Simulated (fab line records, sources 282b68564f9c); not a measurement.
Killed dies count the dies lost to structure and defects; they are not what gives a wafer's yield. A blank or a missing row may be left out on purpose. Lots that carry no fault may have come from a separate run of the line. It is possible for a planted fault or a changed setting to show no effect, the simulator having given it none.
Code-filled problem report in 8D (eight disciplines) form | flow rit-cmos | the parts of the form that need people (team, actions taken, sign-off) are left out

1. WHAT IS WRONG
ACTIVE_NITRIDE_THK at RIT_ACTIVE_THK_MEAS_04 reads a mean of 186.5 nm on 3 wafers of 1 lot; wafers without a fault read 150.2 nm with a standard deviation of 1.4. That is +26 standard deviations from the usual mean.
Seen first at day 2 04:32 on film-metro-01, wafer L210.1. Wafers with a number at this step in the record: 39, from 13 lots. Rule for "out", or "out of limits": more than 4 standard deviations from the usual mean. The other wafers with a number count as sound.

2. WHAT IT IS, AND WHAT IT ISN'T
question                    | is                     | is not
which readings at this step | ACTIVE_NITRIDE_THK     | -
which lots                  | L210                   | L207, L208, L209, L213, L214, L215, L220, L225, L227, L228, L229, L230
which wafers of those lots  | all that have a number | -
read on which gauges        | film-metro-01          | film-metro-02, film-metro-04
when                        | from day 2 04:32       | up to then (9 sound wafers); but 27 sound wafers of L213, L214, L215, L220, L225, L227, L228, L229, L230 came after

3. WHAT RULES OUT EACH SUSPECT
Counting: a tool at any process step up to the reading remains a suspect when it ran all the lots that are out and ran no sound lot after the first of those.
- the gauge at RIT_ACTIVE_THK_MEAS_04 is ruled out. All the wafers that are out were read on film-metro-01, but those of them that RIT_ACTIVE_ETCH_13 has rows for are out there too, on other tools.
- lpcvd-02 at RIT_ACTIVE_CVD_03 (deposits Si3N4 from SiH2Cl2/NH3, target thk 150 nm, time 1500 s): ruled out as a lasting fault. After its first lot that is out, L210 (day 2 03:07), sound lots L225, L227, L229, L230 ran on it.
Left after counting: nothing in the record.

4. THE CAUSE (what the simulator had put in)
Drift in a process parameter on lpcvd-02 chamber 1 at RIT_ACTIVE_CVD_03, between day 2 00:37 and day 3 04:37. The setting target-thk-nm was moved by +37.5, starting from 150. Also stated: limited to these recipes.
The count ruled it out by mistake, since the rule takes a fault to strike every lot its tool runs from the start of the fault on, and this one did not do so.

5. SEQUENCE OF EFFECTS, ordered by route
Each row: a reading whose mean over the struck wafers that have a number lies more than 3 standard deviations from the usual. Only readings whose record carries a usual standard deviation are examined. hours: median over the lots of the time between each lot's start at the first step of this table that gives one and its start at this step. sigmas: the change, counted in usual standard deviations.
hours | step                   | reading            | usual      | on struck wafers | change | sigmas
0     | RIT_ACTIVE_THK_MEAS_04 | ACTIVE_NITRIDE_THK | 150.2 nm   | 186.5            | +36.3  | +26
1     | RIT_ACTIVE_ETCH_13     | oes-product-au     | 0.820 a.u. | 0.914            | +0.094 | +6.3
Its process steps:
- RIT_ACTIVE_ETCH_13: etches Si3N4 in SF6, stops on SiO2, time 210 s, target depth 210 nm.

6. WHAT WOULD HAVE CAUGHT IT SOONER
In this record the first reading out of limits at a measuring or inspecting step was taken at day 2 04:32, 4 hours after the fault began at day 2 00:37.
An alarm limit of 4 standard deviations would not have fired on the tool readings at RIT_ACTIVE_CVD_03 for which the record gives a usual standard deviation, since none of them was out on any struck wafer.
